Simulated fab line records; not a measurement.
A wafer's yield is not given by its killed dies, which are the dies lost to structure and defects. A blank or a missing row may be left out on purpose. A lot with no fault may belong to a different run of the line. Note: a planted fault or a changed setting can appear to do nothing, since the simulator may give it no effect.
Code-filled problem report in 8D (eight disciplines) form || flow berkeley_cmos170 || the parts of the form that need people (team, actions taken, sign-off) are left out

== 1. WHAT WENT WRONG ==
dose_ions_cm2 at UCB170_NWELL_IMPLANT_14 reads a mean of 8.939e+12 on 6 wafers of 2 lots; wafers without a fault read 9.999e+12 with a standard deviation of 1.1e+10. Relative to the usual mean, that is a shift of -96 standard deviations.
Seen first at day 4 23:47 on implanter-04, wafer L989.1. Wafers with a number at this step in the record: 18, from 6 lots. Rule for "out", or "out of limits": more than 4 standard deviations from the usual mean. The other wafers with a number count as sound.

== 2. WHAT IT IS, AND WHAT IT ISN'T ==
{"question": "which readings at this step", "is": "dose_ions_cm2, faraday_current_uA", "is not": "-"}
{"question": "which lots", "is": "L989, L991", "is not": "L976, L978, L993, L995"}
{"question": "which wafers of those lots", "is": "all that have a number", "is not": "-"}
{"question": "read on which tools", "is": "implanter-04", "is not": "implanter-01, implanter-02"}
{"question": "when", "is": "from day 4 23:47", "is not": "up to then (6 sound wafers); but 6 sound wafers of L993, L995 came after"}

== 3. WHAT RULES OUT EACH SUSPECT ==
Counting: any tool at a process step up to the reading is kept as a suspect provided that every lot that is out went through it and no sound lot did after the first of them.
- rie_diel-04 at UCB170_NWELL_ETCH_13 (etches Si3N4 in CH3F/Ar/O2, stops on SiO2, target depth 246.4 nm, time 154 s): kept. It ran every lot that is out, first L989 (day 4 23:41), and no sound lot after that.
- implanter-04 at UCB170_NWELL_IMPLANT_14: kept. It ran every lot that is out, first L989 (day 4 23:47), and no sound lot after that; its last sound lot up to then is L976 (day 2 06:31). Its own dose_ions_cm2, faraday_current_uA readings are out on those wafers.
After counting, rie_diel-04 at UCB170_NWELL_ETCH_13 and implanter-04 at UCB170_NWELL_IMPLANT_14 remain.

== 4. THE CAUSE (what the simulator had put in) ==
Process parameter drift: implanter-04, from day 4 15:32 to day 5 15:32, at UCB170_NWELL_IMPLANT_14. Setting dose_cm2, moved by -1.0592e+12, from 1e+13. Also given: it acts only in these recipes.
Of the 2 suspects that counting leaves, this tool is one.

== 5. THE EFFECT CHAIN, in route order ==
Each row: a reading whose mean over the struck wafers that have a number lies more than 3 standard deviations from the usual. Scope: only readings with a usual standard deviation given in the record; hours: median across lots of the time from each lot's start at the first step in this table that gives one to its start at this step; sigmas: change in usual standard deviations.
{"hours": 0, "step": "UCB170_NWELL_IMPLANT_14", "reading": "dose_ions_cm2", "usual": 9.999e+12, "on struck wafers": 8.939e+12, "change": -1.060e+12, "sigmas": -96}
{"hours": 0, "step": "UCB170_NWELL_IMPLANT_14", "reading": "faraday_current_uA", "usual": 31.7, "on struck wafers": 28.2, "change": -3.4, "sigmas": -5.4}
Its process steps:
- UCB170_NWELL_IMPLANT_14

== 6. HOW IT WOULD HAVE BEEN CAUGHT EARLIER ==
The fault began at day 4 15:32; the first out-of-limits reading in this record came at day 4 23:47, 8 hours later.
